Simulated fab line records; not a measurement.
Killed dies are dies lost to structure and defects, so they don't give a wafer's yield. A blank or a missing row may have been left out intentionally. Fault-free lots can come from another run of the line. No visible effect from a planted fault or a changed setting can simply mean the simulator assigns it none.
The tool behind it: which one? :: flow berkeleyCmos170 :: 7 lots with 21 wafers sampled at 4 steps, on a route of 331 steps

== WHAT THE GAUGES SHOWED, per wafer ==
UCB170_M3_BOW_MEAS_20.
lot: L868
measured: day 9 00:00
on: filmMetro-02
M3_BOW (um): 24 40 40

lot: L870
measured: day 9 13:04
on: filmMetro-03
M3_BOW (um): 40 29 39

lot: L874
measured: day 10 09:41
on: filmMetro-04
M3_BOW (um): 29 23 22

lot: L883
measured: day 12 01:55
on: filmMetro-02
M3_BOW (um): 35 35 43

lot: L881
measured: day 12 02:08
on: filmMetro-03
M3_BOW (um): 33 48 47

lot: L889
measured: day 12 22:06
on: filmMetro-03
M3_BOW (um): 27 30 35

lot: L890
measured: day 13 20:33
on: filmMetro-03
M3_BOW (um): 33 28 35

== TOOL THAT RAN EACH LOT (tool first, then ch and the chambers of the sampled wafers, then the start) ==
lot: L868
UCB170_CONTACT_ETCH_18: rieDiel-03 ch 1,2,3, day 8 09:00
UCB170_V1_ETCH_14: rieDiel-03 ch 2,3, day 8 15:32
UCB170_M2_STRIP_07: plasmaAsher-02 ch 0,1, day 8 16:43

lot: L870
UCB170_CONTACT_ETCH_18: rieDiel-02 ch 0,1,2, day 8 19:00
UCB170_V1_ETCH_14: rieDiel-04 ch 0,1,3, day 9 03:20
UCB170_M2_STRIP_07: plasmaAsher-02 ch 0,1, day 9 04:46

lot: L874
UCB170_CONTACT_ETCH_18: rieDiel-02 ch 0,1,3, day 9 15:00
UCB170_V1_ETCH_14: rieDiel-01 ch 1,2,3, day 9 23:28
UCB170_M2_STRIP_07: plasmaAsher-03 ch 0,1, day 10 00:42

lot: L883
UCB170_CONTACT_ETCH_18: rieDiel-02 ch 1,2,3, day 11 03:00
UCB170_V1_ETCH_14: rieDiel-04 ch 1,2,3, day 11 11:28
UCB170_M2_STRIP_07: plasmaAsher-02 ch 0,1, day 11 13:19

lot: L881
UCB170_CONTACT_ETCH_18: rieDiel-02 ch 1,2,3, day 11 04:00
UCB170_V1_ETCH_14: rieDiel-01 ch 0,2,3, day 11 12:19
UCB170_M2_STRIP_07: plasmaAsher-02 ch 0,1, day 11 14:00

lot: L889
UCB170_CONTACT_ETCH_18: rieDiel-04 ch 0,2,3, day 12 05:00
UCB170_V1_ETCH_14: rieDiel-01 ch 1,2,3, day 12 12:13
UCB170_M2_STRIP_07: plasmaAsher-03 ch 0,1, day 12 13:28

lot: L890
UCB170_CONTACT_ETCH_18: rieDiel-02 ch 0,1,2, day 13 04:00
UCB170_V1_ETCH_14: rieDiel-04 ch 0,1, day 13 11:01
UCB170_M2_STRIP_07: plasmaAsher-02 ch 0,1, day 13 12:18
- UCB170_CONTACT_ETCH_18: etches PSG in CHF3/CF4/Ar, stops on TiSi2, target depth 840 nm, time 195 s.
- UCB170_V1_ETCH_14: etches SiO2 in CHF3/CF4/Ar, stops on Al, target depth 1250 nm, time 291 s.
- UCB170_M2_STRIP_07: strips in O2.

== THE ANSWER, worked out from the rows above alone ==
Rule: the lots themselves supply what counts as usual. The widest of any qualifying gaps counts: lots, ordered by their means at a reading, are off when they make up no more than a third of the lots, leave a main group of 4 or more, and stand apart from it by 3 or more times the standard deviation of that group's means. The tables above print the reading to a certain number of digits; a main group whose means all agree to those digits is not used. Also off: a lot with no number at a reading for which 4 or more lots have one. Any other lot the step has rows for is counted as sound.
No lot is off on any of the readings shown, so nothing can be concluded from this.

== WHAT THE SIMULATOR PUT IN ==
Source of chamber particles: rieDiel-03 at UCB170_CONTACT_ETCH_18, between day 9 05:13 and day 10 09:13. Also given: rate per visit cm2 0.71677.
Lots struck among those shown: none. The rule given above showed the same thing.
